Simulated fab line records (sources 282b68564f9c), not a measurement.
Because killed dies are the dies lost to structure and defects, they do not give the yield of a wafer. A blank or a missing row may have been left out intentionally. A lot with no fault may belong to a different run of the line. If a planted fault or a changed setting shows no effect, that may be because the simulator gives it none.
Shared-tool check -- flow ritCmos -- 10 lots, 30 wafers sampled

## WHY THIS WAS OPENED
2 of 10 lots carry a flag on the reading GATE_POLY_THK at RIT_GATE_THK_MEAS_09. Wafers without a fault read 249.8 nm, standard deviation 2.3.
Rule: a lot is flagged in two cases, either no wafer of it has a number, or all its wafers with numbers fall more than 4 standard deviations from that mean. All remaining lots are regarded as sound.

lot,measured,on,"GATE_POLY_THK (nm), wafer by wafer",flag
L448,day 2 22:21,filmMetro-01,250.7 253.6 251.5,
L449,day 3 04:04,filmMetro-01,247.2 247.7 247.5,
L459,day 4 22:17,filmMetro-02,268.6 270.6 270.7,FLAGGED
L461,day 5 08:18,filmMetro-02,272.2 273.1 271.8,FLAGGED
L462,day 5 14:07,filmMetro-02,254.8 250.1 250.5,
L463,day 5 21:56,filmMetro-02,247.6 247.5 247.6,
L464,day 6 00:00,filmMetro-02,250.6 250.8 251.9,
L466,day 6 12:01,filmMetro-01,249.5 248.9 250.5,
L467,day 6 14:52,filmMetro-01,250.5 249.6 247.9,
L468,day 6 18:59,filmMetro-02,250.6 252.4 253.2,
The numbers of the flagged lots are 271.2 nm on average: +21.4 nm against the usual, or +9 standard deviations.

## WHICH TOOL EACH LOT WENT THROUGH
The record keeps 1 process step preceding the reading, out of 202 steps on the route. Each cell gives the tool, then ch followed by the chambers the sampled wafers passed through, then the start.
lot,flag,RIT_GATE_CVD_08
L448,,"lpcvd-01 ch 1, day 2 20:44"
L449,,"lpcvd-02 ch 0, day 3 02:23"
L459,FLAGGED,"lpcvd-01 ch 0, day 4 20:40"
L461,FLAGGED,"lpcvd-01 ch 1, day 5 06:40"
L462,,"lpcvd-02 ch 1, day 5 12:29"
L463,,"lpcvd-02 ch 0, day 5 20:17"
L464,,"lpcvd-02 ch 1, day 5 22:23"
L466,,"lpcvd-02 ch 0, day 6 09:35"
L467,,"lpcvd-02 ch 0, day 6 12:26"
L468,,"lpcvd-02 ch 1, day 6 17:22"
These steps, and what they do:
- RIT_GATE_CVD_08: deposits poly-Si from SiH4, target thk 250 nm, time 2220 s.
- RIT_GATE_THK_MEAS_09

## FLAGGED OVER TOTAL, TOOL BY TOOL (the gauges that took the reading come last)
step,tool,lots run,flagged,share of the flagged lots,sound lots run after its first flagged lot
RIT_GATE_CVD_08,lpcvd-01,3,2,all,0
RIT_GATE_CVD_08,lpcvd-02,7,0,none,-
RIT_GATE_THK_MEAS_09,filmMetro-01,4,0,none,-
RIT_GATE_THK_MEAS_09,filmMetro-02,6,2,all,"4 (L462,L463,L464,L468)"

## THE TABLE: WHAT IT ALLOWS
2 rows of the table ran every flagged lot: lpcvd-01 at RIT_GATE_CVD_08, filmMetro-02 at RIT_GATE_THK_MEAS_09.
- lpcvd-01 at RIT_GATE_CVD_08: 2 of its 3 lots flagged. Its last sound lot is L448 (day 2 20:44), its first flagged lot L459 (day 4 20:40): a fault that began between those two fits.
- filmMetro-02 at RIT_GATE_THK_MEAS_09: 2 of its 6 lots flagged. After the first flagged lot (L462, L463, L464, L468), sound lots still ran on it; a lasting fault on the whole tool would not permit that.
Just one tool remains: lpcvd-01 at RIT_GATE_CVD_08.

## WHAT WAS PUT IN BY THE SIMULATOR
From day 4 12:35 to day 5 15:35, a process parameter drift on lpcvd-01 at RIT_GATE_CVD_08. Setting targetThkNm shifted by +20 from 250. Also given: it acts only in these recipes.
Lots struck among those shown: L459, L461. Same finding as the rule above.
